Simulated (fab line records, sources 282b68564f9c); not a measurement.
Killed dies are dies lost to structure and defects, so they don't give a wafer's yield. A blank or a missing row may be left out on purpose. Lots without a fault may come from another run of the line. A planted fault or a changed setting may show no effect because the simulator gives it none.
fab line records | flow rit_cmos
record lots=15 wafers=45 last_day=7
route steps=202 shown ACTIVE@4 NWELL@38 M1@202
lots that met no fault: from a run of the same line without faults
start_h: hours from the record's first day to the start of the lot's first wafer shown | wait_h: hours since the lot's step before | " the same as in the row above | L1.1+2: a row that stands for several wafers | - no value, or no start given | * or withheld: withheld | < > ~ a bound
route shown NAME@n: a module of which the file shows steps, and the number in the route of the first | usual: mean/standard deviation of fault-free wafers | same: alike in all rows | chamber/n: place in a boat | sites: the reading at each site | _std_site: their standard deviation | _edge_site: outer sites' mean less inner sites' | radius_mm: how far each site lies from the wafer's centre | mask NAME#n: copy n | behind: the tool/chamber that last shaped the wafer | hold: why the lot was held/for how many hours/how that ended | device: the transistor (n, p or np) that didn't switch | end of line: the same wafers' tests at the end of the route | a step without rows: its recipe alone | killed: dies lost to structure and defects at the first sort, not the wafer's yield | map: a wafer's dies, x killed, . not, _ none there
set.NAME: the setting as run; set.NAME@STEP: as run at that earlier step | model.NAME: the simulator's own value behind a step, which no gauge read
steps of the route over a sample of lots; a table a step, a row a wafer
services: from which hour (start_h, from the record's first day; less than 0 if before it) a tool's chamber was out of use, for how many hours, and why
## steps
# step RIT_ACTIVE_CVD_03
# recipe material=Si3N4 target_thk_nm=150 temp_c=810 precursor=SiH2Cl2/NH3 time_s=1500 pressure_mtorr=300 sih2cl2_flow_sccm=60 nh3_flow_sccm=150
# usual pressure_mtorr=300.0/0.57 spike_tc_centre_C=812.4/1.3 spike_tc_load_C=833.8/2.3 spike_tc_source_C=833/3.5
# columns lot.wafer tool chamber start_h wait_h pressure_mtorr spike_tc_centre_C spike_tc_load_C spike_tc_source_C
L913.2 lpcvd-01 1 12.11 0.0 300.0 812.7 830.5 829
L913.5 " 1 " " 299.4 811.8 832.2 829
L913.6 " 1 " " 299.8 812.6 830.3 830
L914.1 lpcvd-02 1 17.35 0.1 300.4 812.0 838.3 837
L914.2 " 1 " " 299.8 808.1 836.3 835
L914.6 " 1 " " 299.2 811.1 839.1 836
L915.2 lpcvd-01 0 24.53 0.0 300.8 812.6 836.1 838
L915.4 " 0 " " 300.4 811.3 835.7 839
L915.5 " 0 " " 299.6 812.8 834.8 837
L916.2 lpcvd-01 0 27.11 0.0 299.9 811.6 835.3 837
L916.4 " 0 " " 300.1 812.5 836.3 837
L916.6 " 0 " " 299.7 811.5 836.1 838
L918.1 lpcvd-01 1 38.51 0.1 300.0 826.3 844.1 841
L918.3 " 1 " " 300.8 823.2 842.5 842
L918.6 " 1 " " 299.7 824.5 845.3 841
L919.3 lpcvd-01 0 42.11 0.0 300.7 827.0 845.7 850
L919.4 " 0 " " 300.2 824.5 848.7 849
L919.6 " 0 " " 300.7 822.4 848.8 851
L920.2 lpcvd-01 1 47.89 0.0 299.2 825.5 843.6 841
L920.5 " 1 " " 300.5 826.1 843.6 841
L920.6 " 1 " " 299.7 823.7 841.7 840
L926.2 lpcvd-02 0 77.32 0.3 300.6 810.9 833.1 830
L926.3 " 0 " " 300.4 811.9 832.4 834
L926.4 " 0 " " 300.7 811.6 832.3 830
L928.1 lpcvd-02 0 87.57 0.5 301.2 812.9 834.0 830
L928.2 " 0 " " 300.1 810.9 831.4 831
L928.6 " 0 " " 301.4 812.1 834.3 833
L931.1 lpcvd-01 1 102.40 0.1 300.2 813.3 830.7 830
L931.4 " 1 " " 299.9 813.5 831.1 829
L931.6 " 1 " " 299.8 812.7 831.6 829
L932.2 lpcvd-01 1 107.33 0.0 299.0 811.9 830.6 828
L932.4 " 1 " " 299.1 812.4 831.9 830
L932.6 " 1 " " 299.2 812.4 834.6 827
L933.1 lpcvd-01 0 112.25 0.1 299.7 812.7 835.5 839
L933.2 " 0 " " 300.2 811.1 836.4 837
L933.5 " 0 " " 300.2 812.1 836.8 839
L934.2 lpcvd-02 0 117.11 0.0 300.1 812.3 835.0 831
L934.4 " 0 " " 299.3 812.2 832.4 831
L934.6 " 0 " " 298.7 811.6 834.2 831
L935.2 lpcvd-01 0 122.11 0.0 299.4 812.7 835.4 834
L935.4 " 0 " " 299.8 812.4 836.2 837
L935.6 " 0 " " 299.7 813.4 834.7 836
L936.1 lpcvd-02 1 127.94 0.1 299.2 811.1 838.3 836
L936.4 " 1 " " 300.0 812.2 839.5 836
L936.5 " 1 " " 300.0 811.0 835.8 835
# step RIT_ACTIVE_THK_MEAS_04
# recipe reads=Si3N4_of_ACTIVE_CVD_03
# usual ACTIVE_NITRIDE_THK=149.7/1.5
# columns lot.wafer tool chamber start_h wait_h ACTIVE_NITRIDE_THK[nm]
L913.2 film_metro-04 - 13.54 0.0 148.7
L913.5 " - " " 148.4
L913.6 " - " " 147.7
L914.1 film_metro-03 - 18.76 0.0 148.7
L914.2 " - " " 150.3
L914.6 " - " " 149.9
L915.2 film_metro-03 - 25.95 0.0 149.8
L915.4 " - " " 149.6
L915.5 " - " " 148.8
L916.2 film_metro-02 - 29.25 0.0 148.9
L916.4 " - " " 150.1
L916.6 " - " " 150.8
L918.1 film_metro-04 - 39.93 0.0 184.6
L918.3 " - " " 185.4
L918.6 " - " " 183.6
L919.3 film_metro-03 - 43.55 0.0 182.2
L919.4 " - " " 182.5
L919.6 " - " " 182.1
L920.2 film_metro-04 - 49.31 0.0 184.5
L920.5 " - " " 184.0
L920.6 " - " " 182.8
L926.2 film_metro-03 - 78.75 0.0 148.3
L926.3 " - " " 148.1
L926.4 " - " " 148.1
L928.1 film_metro-03 - 88.99 0.0 150.7
L928.2 " - " " 149.5
L928.6 " - " " 150.8
L931.1 film_metro-04 - 103.81 0.0 147.2
L931.4 " - " " 147.1
L931.6 " - " " 147.6
L932.2 film_metro-02 - 108.76 0.0 151.7
L932.4 " - " " 152.0
L932.6 " - " " 150.5
L933.1 film_metro-04 - 113.66 0.0 150.7
L933.2 " - " " 152.1
L933.5 " - " " 151.2
L934.2 film_metro-02 - 118.54 0.0 148.4
L934.4 " - " " 148.8
L934.6 " - " " 147.5
L935.2 film_metro-02 - 123.54 0.0 153.3
L935.4 " - " " 154.7
L935.6 " - " " 153.2
L936.1 film_metro-02 - 129.36 0.0 148.3
L936.4 " - " " 147.4
L936.5 " - " " 147.8
# step RIT_ACTIVE_ETCH_13
# recipe stop_on=SiO2 chemistry=SF6 target=Si3N4 time_s=210 over_etch_frac=0.4 SF6_flow_sccm=200 pressure_mtorr=260 rf_w=125 target_depth_a=2100
# usual drypump_motor_current_A=5.9/0.34 oes_product_au=0.818/0.012 throttle_valve_pct=7.46/0.094
# same over_etch_frac=0.4
# columns lot.wafer tool chamber start_h wait_h drypump_motor_current_A oes_product_au rf_hours_counter_h throttle_valve_pct
L913.2 rie_diel-01 2 14.71 0.1 5.7 0.825 52 7.44
L913.5 " 1 " " 5.3 0.819 - 7.60
L913.6 " 2 " " 5.7 0.820 - 7.44
L914.1 rie_diel-04 3 20.07 0.1 6.0 0.817 6 7.48
L914.2 " 0 " " 6.3 0.802 89 7.64
L914.6 " 0 " " 6.3 0.804 - 7.65
L915.2 rie_diel-04 2 27.12 0.1 5.5 0.819 3 7.48
L915.4 " 1 " " 5.8 0.816 130 7.46
L915.5 " 0 " " 6.3 0.801 - 7.64
L916.2 rie_diel-02 0 30.54 0.1 5.9 0.835 165 7.35
L916.4 " 1 " " 6.4 0.818 58 7.41
L916.6 " 3 " " 6.3 0.805 - 7.41
L918.1 rie_diel-04 3 41.18 0.1 6.0 0.914 7 7.49
L918.3 " 0 " " 6.2 0.901 89 7.66
L918.6 " 0 " " 6.3 0.903 - 7.66
L919.3 rie_diel-04 1 44.93 0.1 5.8 0.906 130 7.46
L919.4 " 3 " " 6.0 0.915 7 7.48
L919.6 " 3 " " 6.0 0.924 - 7.47
L920.2 rie_diel-01 0 50.84 0.1 6.4 0.929 88 7.37
L920.5 " 1 " " 5.3 0.925 - 7.59
L920.6 " 2 " " 5.7 0.920 - 7.46
L926.2 rie_diel-04 0 80.05 0.1 6.3 0.800 90 7.65
L926.3 " 2 " " 5.5 0.811 4 7.48
L926.4 " 1 " " 5.8 0.813 131 7.47
L928.1 rie_diel-01 2 90.17 0.1 5.7 0.840 54 7.45
L928.2 " 1 " " 5.4 0.812 144 7.60
L928.6 " 1 " " 5.3 0.818 - 7.58
L931.1 rie_diel-02 0 105.12 0.1 5.9 0.824 0 7.37
L931.4 " 3 " " 6.3 0.789 7 7.39
L931.6 " 0 " " 6.0 0.823 - 7.38
L932.2 rie_diel-01 3 110.06 0.1 5.8 0.818 38 7.38
L932.4 " 2 " " 5.7 0.837 54 7.44
L932.6 " 3 " " 5.8 0.816 - 7.38
L933.1 rie_diel-01 0 114.97 0.1 6.3 0.836 89 7.37
L933.2 " 3 " " 5.8 0.821 38 7.38
L933.5 " 1 " " 5.3 0.816 - 7.60
L934.2 rie_diel-04 3 119.83 0.1 6.0 0.811 8 7.49
L934.4 " 0 " " 6.3 0.799 - 7.64
L934.6 " 3 " " 6.0 0.818 - 7.46
L935.2 rie_diel-01 3 124.71 0.1 5.8 0.822 38 7.36
L935.4 " 1 " " 5.3 0.832 145 7.61
L935.6 " 3 " " 5.9 0.822 - 7.35
L936.1 rie_diel-02 2 130.69 0.1 5.4 0.821 73 7.34
L936.4 " 1 " " 6.4 0.814 60 7.41
L936.5 " 0 " " 6.0 0.827 - 7.37
# step RIT_NWELL_TW_MEAS_10
# usual NWELL_TW=2163/18
# columns lot.wafer tool chamber start_h wait_h NWELL_TW
L913.2 film_metro-01 - 24.97 0.1 2168
L913.5 " - " " 2160
L913.6 " - " " 2163
L914.1 film_metro-04 - 28.93 0.1 2181
L914.2 " - " " 2170
L914.6 " - " " 2182
L915.2 film_metro-04 - 33.36 0.1 2169
L915.4 " - " " 2164
L915.5 " - " " 2180
L916.2 film_metro-04 - 39.08 0.1 2172
L916.4 " - " " 2173
L916.6 " - " " 2171
L918.1 film_metro-01 - 47.38 0.1 2157
L918.3 " - " " 2170
L918.6 " - " " 2173
L919.3 film_metro-01 - 51.87 0.1 2172
L919.4 " - " " 2175
L919.6 " - " " 2172
L920.2 film_metro-01 - 57.82 0.1 2170
L920.5 " - " " 2168
L920.6 " - " " 2170
L926.2 film_metro-02 - 86.44 0.1 2113
L926.3 " - " " 2134
L926.4 " - " " 2116
L928.1 film_metro-02 - 98.35 0.1 2130
L928.2 " - " " 2143
L928.6 " - " " 2134
L931.1 film_metro-04 - 112.68 0.1 2174
L931.4 " - " " 2176
L931.6 " - " " 2180
L932.2 film_metro-01 - 116.56 0.1 2162
L932.4 " - " " 2169
L932.6 " - " " 2172
L933.1 film_metro-01 - 121.01 0.1 2158
L933.2 " - " " 2165
L933.5 " - " " 2164
L934.2 film_metro-04 - 127.46 0.1 2167
L934.4 " - " " 2173
L934.6 " - " " 2169
L935.2 film_metro-01 - 132.51 0.1 2183
L935.4 " - " " 2174
L935.6 " - " " 2184
L936.1 film_metro-04 - 137.79 0.1 2174
L936.4 " - " " 2159
L936.5 " - " " 2164
# step RIT_M1_PROBE_99
# usual killed_at_M0_to_M3=0.0/0.12 killed_at_contacts=0.0/0.16 killed_at_front_end=7.1/2.7 killed_dies=7.2/2.7 killed_on_rim=1.9/1.2 killed_open=3.5/1.9 killed_short=3.6/1.9
# same gross_dies=264 killed_at_M4_up=0 killed_at_back_side=0 killed_at_other=0
# columns lot.wafer tool chamber start_h wait_h killed_at_M0_to_M3 killed_at_contacts killed_at_front_end killed_dies killed_on_rim killed_open killed_short
L928.1 prober-01 - 136.54 0.1 0 0 5 5 2 0 5
L928.2 prober-01 - 136.59 0.1 0 0 6 6 2 2 4
L928.6 prober-01 - 136.79 0.2 0 0 7 7 4 3 4
L932.2 prober-01 - 153.80 0.1 0 0 9 9 2 3 6
L932.4 prober-01 - 153.90 0.2 0 0 6 6 0 3 2
L932.6 prober-01 - 154.00 0.2 0 0 10 10 2 6 4
L934.2 prober-01 - 163.04 0.1 0 0 10 10 2 5 4
L934.4 prober-01 - 163.14 0.2 0 0 10 10 1 7 2
L934.6 prober-01 - 163.24 0.2 0 0 6 6 1 3 3
# killed by level:class
L928.1 GATE:geometric_particle:short=3 FOX2:geometric_particle:short=1 SPACER:geometric_particle:short=1
L928.2 GATE:geometric_particle:short=2 SILICIDE:geometric_particle:short=2 FOX1:geometric_particle:open=1 SILICIDE:geometric_particle:open=1
L928.6 GATE:geometric_particle:short=3 GATE:geometric_particle:open=2 REOX:geometric_particle:open=1 SPACER:geometric_particle:short=1
L932.2 FOX2:geometric_particle:short=3 GATE:geometric_particle:short=3 FOX1:geometric_particle:open=2 GATE:geometric_particle:open=1
L932.4 FOX1:geometric_particle:open=2 FOX1:geometric_particle:short=1 GATE:geometric_particle:short=1 GATE:geometric_particle:open=1 NWELL:coat_microbubble_printed=1
L932.6 GATE:geometric_particle:open=4 FOX1:geometric_particle:open=2 GATE:geometric_particle:short=2 FOX1:geometric_particle:short=1 SILICIDE:geometric_particle:short=1
L934.2 FOX1:geometric_particle:open=3 FOX1:geometric_particle:short=1 FOX2:geometric_particle:short=1 GATE:geometric_particle:short=1 REOX:geometric_particle:open=1 SPACER:geometric_particle:open=1 SPACER:geometric_particle:short=1 PRETRO:coat_microbubble_printed=1
L934.4 GATE:geometric_particle:open=2 SPACER:geometric_particle:open=2 FOX1:geometric_particle:open=1 GATE:geometric_particle:short=1 REOX:geometric_particle:open=1 SILICIDE:geometric_particle:open=1 SILICIDE:geometric_particle:short=1 PRETRO:coat_microbubble_printed=1
L934.6 FOX2:geometric_particle:open=1 FOX2:geometric_particle:short=1 GATE:geometric_particle:short=1 GATE:geometric_particle:open=1 REOX:geometric_particle:short=1 REOX:geometric_particle:open=1
## services
# columns tool chamber start_h hours kind
rie_diel-04 1 -5.39 3.0 repair
rie_diel-01 1 -4.25 1.6 repair
rie_diel-04 0 0.23 6.1 repair
rie_diel-04 2 10.36 12.4 repair
rie_diel-04 1 39.31 4.1 repair
lpcvd-01 - 71.93 17.2 pm
rie_diel-02 0 76.36 - clean
rie_diel-02 0 76.36 14.8 scheduled_down
rie_diel-02 0 76.36 14.8 vent_cycle
rie_diel-02 3 87.02 10.5 repair
rie_diel-01 1 95.27 5.7 repair
rie_diel-02 - 115.48 14.6 pm
rie_diel-04 1 119.63 19.8 repair
lpcvd-02 - 121.59 6.0 pm
## key
first_sign step=RIT_ACTIVE_CVD_03 reading=spike_tc_centre_C direction=up sigmas=9.9 usual=812.4 struck=824.8
effect step=RIT_ACTIVE_CVD_03 reading=spike_tc_load_C direction=up sigmas=4.8 usual=833.8 struck=844.9
effect step=RIT_ACTIVE_THK_MEAS_04 reading=ACTIVE_NITRIDE_THK direction=up sigmas=22 usual=149.7 struck=183.5
effect step=RIT_ACTIVE_ETCH_13 reading=oes_product_au direction=up sigmas=8.2 usual=0.818 struck=0.915
met_at RIT_ACTIVE_CVD_03
struck_lots L918,L919,L920
tester_left_out L918,L919,L920
not_acting_at RIT_NWELL_TW_MEAS_10
onset_between 27.11 38.51
fault kind=process_parameter_drift tool=lpcvd-01 chamber=- onset_h=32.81 steps=RIT_ACTIVE_CVD_03 channel=temp_c offset=* shape=step end_h=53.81 acts_in=* stated=*
# tester_left_out: of these lots the tester's yield and bins aren't shown, on N5 and GAA mostly nor the transistor test; their killed dies are dies lost to structure and defects alone, not to doping, threshold or leakage, so they don't give the yield
